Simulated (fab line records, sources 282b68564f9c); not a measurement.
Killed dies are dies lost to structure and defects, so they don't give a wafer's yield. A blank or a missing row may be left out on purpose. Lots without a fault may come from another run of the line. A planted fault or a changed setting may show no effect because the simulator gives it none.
A struck lot beside a sound one | flow rit_cmos | 17 steps out of a route of 202
Sound: wafers L412.2, L412.4, L412.6. Struck: wafers L421.1, L421.2, L421.5. The cause comes at the end.
At each step with rows: each side's tool, then ch and its chambers, then its first start. Under that, the readings that differ: sound wafers | struck wafers | difference of the means | sigmas: that difference in standard deviations of wafers without a fault.
alike: readings whose means differ by less than 2 such deviations, and words and numbers that are the same on both sides. not compared: withheld readings, readings that some wafer has no value for, bounds like >300 that may hide the same value, and numbers for which the record gives no deviation and whose values overlap.
The two part at a step that has a row with sigmas, a row that says differs or no value, or rows on one side only. Numbers that don't overlap but have no deviation are shown without sigmas and don't part them. A reading that every wafer of one side lacks parts them only if that side has two wafers or more.

RIT_PWELL_TW_MEAS_10:
  sound on film_metro-01, day 2 11:11; struck on film_metro-02, day 4 07:09
  alike: PWELL_TW
then, 1 step without rows for these wafers: RIT_WELLDRIVE_ANNEAL_00 (time 14700 s).
RIT_WELLDRIVE_RS_MEAS_01: measures by four-point-probe.
  sound on film_metro-03, day 2 20:42; struck on film_metro-01, day 4 13:39
  reading           | sound             | struck            | difference | sigmas
  NWELL_RS (ohm/sq) | 277.3 276.9 277.3 | 275.5 275.7 274.8 | -1.8       | -3
RIT_WELLDRIVE_RS_MEAS_02: measures by four-point-probe.
  sound on film_metro-03, day 2 20:49; struck on film_metro-01, day 4 13:46
  reading           | sound             | struck            | difference | sigmas
  PWELL_RS (ohm/sq) | 432.5 432.4 431.3 | 428.9 427.8 427.2 | -4.1       | -3
then, 6 steps without rows for these wafers: RIT_NRETRO_HMDS_00 (prime time 60 s); RIT_NRETRO_COAT_01 (resist thk 1300 nm); RIT_NRETRO_SOFTBAKE_02 (time 60 s); RIT_NRETRO_EXPOSE_03 (exposes mask M4, target cd 43900 nm); RIT_NRETRO_PEB_04; RIT_NRETRO_DEVELOP_05 (develop time 68 s).
RIT_NRETRO_OVL_MEAS_06:
  sound on overlay-01, day 2 21:48; struck on overlay-02, day 4 14:46
  alike: NRETRO_OVL
then, 1 step without rows for these wafers: RIT_NRETRO_HARDBAKE_07 (time 120 s).
RIT_NRETRO_IMPLANT_08:
  sound on implanter-03 ch 0, day 2 22:07; struck on implanter-02 ch 0, day 4 15:04
  reading            | sound                           | struck                       | difference | sigmas
  dose_ions_cm2      | 1.0005e+13 1.001e+13 1.0015e+13 | 7.82e+12 7.798e+12 7.802e+12 | -2.20e+12  | -99 or more
  faraday_current_uA | 31.5 31.1 32.3                  | 25.8 25.0 24.2               | -6.6       | -11
RIT_NRETRO_STRIP_09: strips in O2, time 180 s.
  sound on plasma_asher-01 ch 0,1, day 2 22:14; struck on plasma_asher-01 ch 0,1, day 4 15:13
  alike: drypump_motor_current_A
  not compared: rf_hours_counter_h
RIT_NRETRO_TW_MEAS_10:
  sound on film_metro-04, day 2 22:25; struck on film_metro-01, day 4 15:23
  reading   | sound          | struck      | difference | sigmas
  NRETRO_TW | 1055 1055 1058 | 973 974 972 | -83        | -10
then, 1 step without rows for these wafers: RIT_PRETRO_HMDS_00 (prime time 60 s).
RIT_M1_PROBE_99:
  sound on prober-02, day 4 04:06; struck on prober-02, day 5 21:51
  reading                                 | sound             | struck            | difference | sigmas
  model.etest.pmos_narrow.drive_ua_um     | 98.81 99.48 97.41 | 105.7 103.9 104.3 | +6.1       |
  model.etest.pmos_0p3.drive_ua_um        | 99.3 98.19 95.88  | 103.8 103.6 102.1 | +5.4       |
  model.etest.well_edge_right.line_ohm_um | 181.4 182.4 183.8 | 185.3 185.5 187.3 | +3.5       |
  model.etest.pmos_0p15.swing_mv_dec      | 84.84 84.92 85.29 | 84.24 83.96 83.89 | -0.99      |
  alike: killed_at_front_end, killed_dies, killed_open, killed_short
  not compared: model.etest.well_edge_left.line_ohm_um, model.etest.pmos_0p15.off_log10_a_um, model.etest.retro_edge_pmos.off_log10_a_um, model.etest.ring.quiet_log10_a

WHERE THEY PART
First at RIT_WELLDRIVE_RS_MEAS_01; last, within this record, at RIT_NRETRO_TW_MEAS_10. Later steps at which nothing parts them and some readings are alike: RIT_M1_PROBE_99.

WHY: what the simulator had put in
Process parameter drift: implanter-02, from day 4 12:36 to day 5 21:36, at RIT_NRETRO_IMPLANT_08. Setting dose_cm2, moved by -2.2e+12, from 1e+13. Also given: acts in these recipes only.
